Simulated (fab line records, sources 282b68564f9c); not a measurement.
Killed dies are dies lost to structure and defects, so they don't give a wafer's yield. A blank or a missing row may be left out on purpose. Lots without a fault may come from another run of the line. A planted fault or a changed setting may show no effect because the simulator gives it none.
Which tool did it? | flow rit_cmos | 7 lots, 21 wafers sampled, at 2 steps of a route of 202

WHAT THE GAUGES READ, wafer by wafer
RIT_M1_CD_MEAS_09: target cd 2600 nm.
lot  | measured    | on        | cd_nm (nm)
L824 | day 3 14:40 | cd_sem-01 | 2598.3 2600.5 2599.4
L826 | day 4 00:57 | cd_sem-01 | 2603.7 2603.1 2602.8
L828 | day 4 09:25 | cd_sem-01 | - - -
L830 | day 4 21:18 | cd_sem-02 | 2601.4 2601.4 2601.5
L839 | day 6 15:54 | cd_sem-02 | 2602.0 2599.6 2598.3
L842 | day 7 05:47 | cd_sem-01 | 2602.6 2602.6 2601.1
L846 | day 8 01:54 | cd_sem-02 | 2599.6 2598.6 2597.6

WHICH TOOL RAN EACH LOT (tool, then ch and the chambers of the sampled wafers, then the start)
lot  | RIT_M1_COAT_04
L824 | litho_track-03 ch 0, day 3 13:49
L826 | litho_track-02 ch 0, day 4 00:06
L828 | litho_track-01, day 4 08:34
L830 | litho_track-02 ch 0, day 4 20:35
L839 | litho_track-03 ch 0, day 6 15:03
L842 | litho_track-02 ch 0, day 7 05:04
L846 | litho_track-02 ch 0, day 8 01:02
- RIT_M1_COAT_04: resist thk 1300 nm.

THE ANSWER, worked out from the rows above alone
Rule: what is usual is taken from the lots themselves. Put in order of their means at a reading, lots are off if they are a third of the lots or fewer, leave a main group of 4 or more, and stand apart from it by a gap of 3 or more times the standard deviation of the main group's means; of several such gaps the widest counts. A main group whose means are all the same, to the digits that the tables above print for the reading, isn't used. A lot without any number at a reading at which 4 lots or more have one is off too. The other lots that the step has rows for count as sound.
Off: L828, at RIT_M1_CD_MEAS_09 (cd_nm). Without a number there: L828. The main group: mean 2600.8 nm, standard deviation 1.6.
A tool fits if, at a process step before that reading, it ran every lot that is off, and no sound lot after the first of them. The gauges at RIT_M1_CD_MEAS_09 are tried like those tools. One fits: litho_track-01 at RIT_M1_COAT_04. It ran no sound lot before its first lot that is off in this sample, so the start can't be narrowed down.

WHAT THE SIMULATOR HAD PUT IN
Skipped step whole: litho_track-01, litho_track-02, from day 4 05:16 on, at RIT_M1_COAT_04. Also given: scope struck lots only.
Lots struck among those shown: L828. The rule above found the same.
